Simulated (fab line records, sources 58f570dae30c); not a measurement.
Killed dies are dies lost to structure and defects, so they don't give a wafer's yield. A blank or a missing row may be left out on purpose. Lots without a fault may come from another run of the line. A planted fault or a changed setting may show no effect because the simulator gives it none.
Problem report in the 8D (eight disciplines) form, filled by code | flow berkeley_cmos170 | the parts of the form that need people (team, actions taken, sign-off) are left out

1. THE PROBLEM
heater_power_total_W at UCB170_PWELL_PEB_11 reads a mean of 58.07 W on 6 wafers of 2 lots; wafers without a fault read 56.81 W with a standard deviation of 0.047. That is +27 standard deviations from the usual mean.
First seen on wafer L162.1, day 6 14:42, on litho_track-01. The record holds 42 wafers of 14 lots with a number at this step. Rule for "out", or "out of limits": more than 4 standard deviations from the usual mean. The other wafers with a number count as sound.

2. WHAT IT IS AND WHAT IT IS NOT
question                    | is                     | is not
which readings at this step | heater_power_total_W   | -
which lots                  | L162, L163             | L146, L147, L149, L151, L152, L153, L154, L155, L156, L159, L161, L164
which wafers of those lots  | all that have a number | -
read on which tools         | litho_track-01         | litho_track-02, litho_track-04
when                        | from day 6 14:42       | up to then (33 sound wafers); but 3 sound wafers of L164 came after

3. SUSPECTS, AND WHAT RULES EACH OUT
Counting: a tool at a process step up to the reading stays a suspect if it ran every lot that is out and no sound lot after the first of them.
- litho_track-01 at UCB170_PWELL_PEB_11: kept. It ran every lot that is out, first L162 (day 6 14:42), and no sound lot after that; its last sound lot up to then is L159 (day 5 13:44). Its own readings are out on those wafers: heater_power_total_W.
Left after counting: litho_track-01 at UCB170_PWELL_PEB_11.

4. THE CAUSE (what the simulator had put in)
Process parameter drift: litho_track-01, from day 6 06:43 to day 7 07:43, at UCB170_PWELL_PEB_11. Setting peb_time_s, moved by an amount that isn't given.
Counting left only this tool.

5. THE CHAIN OF EFFECTS, in route order
Each row: a reading whose mean over the struck wafers that have a number lies more than 3 standard deviations from the usual. Only readings for which the record gives a usual standard deviation are gone through. hours: the time from each lot's start at the first step in this table that gives one to its start at this step, as a median over the lots. sigmas: the change in usual standard deviations.
hours | step                | reading              | usual   | on struck wafers | change | sigmas
0     | UCB170_PWELL_PEB_11 | heater_power_total_W | 56.81 W | 58.07            | +1.26  | +27
The process steps in it:
- UCB170_PWELL_PEB_11

6. WHAT WOULD HAVE CAUGHT IT SOONER
In this record the first reading out of limits was taken at day 6 14:42, 8 hours after the fault began at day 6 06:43.
